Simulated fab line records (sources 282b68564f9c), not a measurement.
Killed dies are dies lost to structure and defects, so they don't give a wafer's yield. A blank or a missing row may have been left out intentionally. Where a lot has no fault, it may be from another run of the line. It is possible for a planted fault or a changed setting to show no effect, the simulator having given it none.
Struck lot and sound lot, side by side + flow rit cmos + 43 steps out of a route of 202
Sound: these wafers, L819.4, L819.5, L819.6. Struck: wafers L822.2, L822.3 (left out: L822.1, a lot-mate that was not struck); the cause follows at the end.
For every step that has rows: the tool of each side, followed by ch and its chambers, followed by its first start. Under that, the readings that differ: sound wafers + struck wafers + difference of the means + sigmas: that difference in standard deviations of wafers without a fault.
alike: words and numbers the same on both sides, and readings whose means are apart by under 2 such deviations; not compared: readings that were withheld, readings missing a value for some wafer, numbers with overlapping values and no deviation given by the record, and bounds like >300 which may hide the same value.
Wherever a step has rows on one side only, a row that says differs or no value, or a row with sigmas, the two part there. Numbers that have no deviation but don't overlap get no sigmas and don't part them. Lack of a reading on every wafer of one side parts them only where that side has two or more wafers.

first, 2 steps without rows for these wafers: RIT_NSD_IMPLANT_08; RIT_NSD_STRIP_09 (strips in O2, time 180 s).
RIT_NSD_TW_MEAS_10:
  sound on film metro-02, day 5 12:15; struck on film metro-03, day 6 02:16
| reading | sound          | struck    | difference | sigmas |
|---------|----------------|-----------|------------|--------|
| NSD_TW  | 3112 3105 3136 | 3051 3059 | -63        | -2     |
then, 6 steps without rows for these wafers: RIT_PSD_HMDS_00 (prime time 60 s); RIT_PSD_COAT_01 (resist thk 1000 nm); RIT_PSD_SOFTBAKE_02 (time 60 s); RIT_PSD_EXPOSE_03 (exposes mask M10, target cd 40900 nm); RIT_PSD_PEB_04; RIT_PSD_DEVELOP_05 (develop time 50 s).
RIT_PSD_OVL_MEAS_06:
  sound on overlay-01, day 5 13:09; struck on overlay-01, day 6 03:18
  alike: PSD_OVL
then, 2 steps without rows for these wafers: RIT_PSD_HARDBAKE_07 (time 60 s); RIT_PSD_IMPLANT_08.
RIT_PSD_STRIP_09: strips in O2, time 180 s.
  sound on plasma asher-04 ch 0,1, day 5 13:31; struck on plasma asher-04 ch 1, day 6 03:38
  alike: drypump motor current A, rf refl power W
  not compared: rf hours counter h
RIT_PSD_TW_MEAS_10:
  sound on film metro-04, day 5 13:40; struck on film metro-03, day 6 03:49
| reading | sound          | struck    | difference | sigmas |
|---------|----------------|-----------|------------|--------|
| PSD_TW  | 3433 3427 3440 | 3371 3377 | -59        | -2     |
then, 3 steps without rows for these wafers: RIT_SDANNEAL_CLEAN_00 (cleans in SC1, time 600 s); RIT_SDANNEAL_CLEAN_01 (cleans in dHF, time 30 s); RIT_SDANNEAL_CLEAN_02 (cleans in SC2, time 600 s).
RIT_SDANNEAL_RTA_03: time 5 s.
  sound on rtp anneal-02 ch 0, day 5 14:06; struck on rtp anneal-02 ch 0, day 6 04:14
  alike: wafer_temp_C_max
RIT_SDANNEAL_RS_MEAS_04: the measuring method here is four-point-probe.
  sound on film metro-03, day 5 14:11; struck on film metro-04, day 6 04:18
| reading         | sound             | struck      | difference | sigmas |
|-----------------|-------------------|-------------|------------|--------|
| PSD_RS (ohm/sq) | 116.4 116.1 116.7 | 115.9 115.4 | -0.8       | -2     |
RIT_SDANNEAL_RS_MEAS_05: the measuring method here is four-point-probe.
  sound on film metro-03, day 5 14:19; struck on film metro-04, day 6 04:25
  alike: NSD_RS
RIT_SDANNEAL_RS_MEAS_06: the measuring method here is four-point-probe.
  sound on film metro-03, day 5 14:26; struck on film metro-04, day 6 04:32
| reading          | sound             | struck      | difference | sigmas |
|------------------|-------------------|-------------|------------|--------|
| PLDD_RS (ohm/sq) | 179.8 178.9 179.6 | 178.3 178.3 | -1.1       | -2     |
RIT_SDANNEAL_RS_MEAS_07: the measuring method here is four-point-probe.
  sound on film metro-03, day 5 14:33; struck on film metro-04, day 6 04:40
| reading          | sound             | struck      | difference | sigmas |
|------------------|-------------------|-------------|------------|--------|
| NLDD_RS (ohm/sq) | 153.0 152.2 153.0 | 151.8 151.2 | -1.2       | -2     |
then, 2 steps without rows for these wafers: RIT_SILICIDE_WET_ETCH_00 (etches SiO2 in BOE, target depth 14 nm, time 15 s); RIT_SILICIDE_SPUTTER_01 (material Ti, target thk 30 nm, time 240 s).
RIT_SILICIDE_RS_MEAS_02: the measuring method here is four-point-probe.
  sound on film metro-01, day 5 14:50; struck on film metro-03, day 6 04:56
  alike: SILICIDE_TI_RS
RIT_SILICIDE_THK_MEAS_03: measures by xrf.
  sound on film metro-01, day 5 14:55; struck on film metro-03, day 6 05:04
  alike: SILICIDE_TI_THK
RIT_SILICIDE_RTA_04: time 10 s, ramp up 5 s, ramp down 5 s.
  sound on rtp anneal-01 ch 0, day 5 14:59; struck on rtp anneal-02 ch 0, day 6 05:07
| reading          | sound             | struck      | difference | sigmas |
|------------------|-------------------|-------------|------------|--------|
| wafer_temp_C_max | 655.1 654.8 655.5 | 651.7 651.7 | -3.4       | -2     |
then, 1 step without rows for these wafers: RIT_SILICIDE_WET_ETCH_05 (etches Ti in SPM, time 120 s).
RIT_SILICIDE_RTA_06: time 10 s, ramp up 5 s, ramp down 10 s.
  sound on rtp anneal-02 ch 0, day 5 15:07; struck on rtp anneal-02 ch 0, day 6 05:14
  alike: wafer_temp_C_max
then, 1 step without rows for these wafers: RIT_CONTACT_CVD_00 (deposits SiO2 from TEOS, target thk 400 nm, time 61 s).
RIT_CONTACT_THK_MEAS_01:
  sound on film metro-04, day 5 15:14; struck on film metro-02, day 6 05:22
  alike: CONTACT_TEOS_THK
then, 6 steps without rows for these wafers: RIT_CONTACT_HMDS_02 (prime time 60 s); RIT_CONTACT_COAT_03 (resist thk 1000 nm); RIT_CONTACT_SOFTBAKE_04 (time 60 s); RIT_CONTACT_EXPOSE_05 (exposes mask M11, target cd 1000 nm); RIT_CONTACT_PEB_06; RIT_CONTACT_DEVELOP_07 (develop time 120 s).
RIT_CONTACT_CD_MEAS_08: the cd target is 1000 nm.
  sound on cd sem-01, day 5 16:17; struck on cd sem-01, day 6 06:34
  alike: cd nm
RIT_CONTACT_OVL_MEAS_09:
  sound on overlay-01, day 5 16:22; struck on overlay-01, day 6 06:41
  alike: CONTACT_OVL
then, 1 step without rows for these wafers: RIT_CONTACT_HARDBAKE_10 (time 60 s).
RIT_CONTACT_ETCH_11: etches SiO2 in CHF3/CF4/Ar, stops on TiSi2, target depth 480 nm, time 320 s.
  sound on rie diel-02 ch 2,3, day 5 16:32; struck on rie diel-03 ch 0,3, day 6 06:52
  alike: O2_flow_sccm, drypump motor current A, oes product au, throttle valve pct
  not compared: rf hours counter h
RIT_CONTACT_STRIP_12: strips in O2, time 180 s.
  sound on plasma asher-03 ch 0,1, day 5 16:47; struck on plasma asher-04 ch 0,1, day 6 07:04
  alike: drypump motor current A, rf refl power W
  not compared: rf hours counter h
RIT_M1_PROBE_99:
  sound on prober-01, day 5 21:40; struck on prober-02, day 6 12:04
| reading             | sound | struck | difference | sigmas |
|---------------------|-------|--------|------------|--------|
| killed at front end | 9 6 6 | 27 32  | +22        | +7     |
| killed dies         | 9 6 6 | 27 32  | +22        | +7     |
| killed on rim       | 4 1 2 | 8 10   | +7         | +4     |
  alike: killed at contacts, killed open, killed short

WHERE THEY PART
At RIT_NSD_TW_MEAS_10 first; at RIT_M1_PROBE_99 last (within this record only).

WHY: whatever the simulator had introduced
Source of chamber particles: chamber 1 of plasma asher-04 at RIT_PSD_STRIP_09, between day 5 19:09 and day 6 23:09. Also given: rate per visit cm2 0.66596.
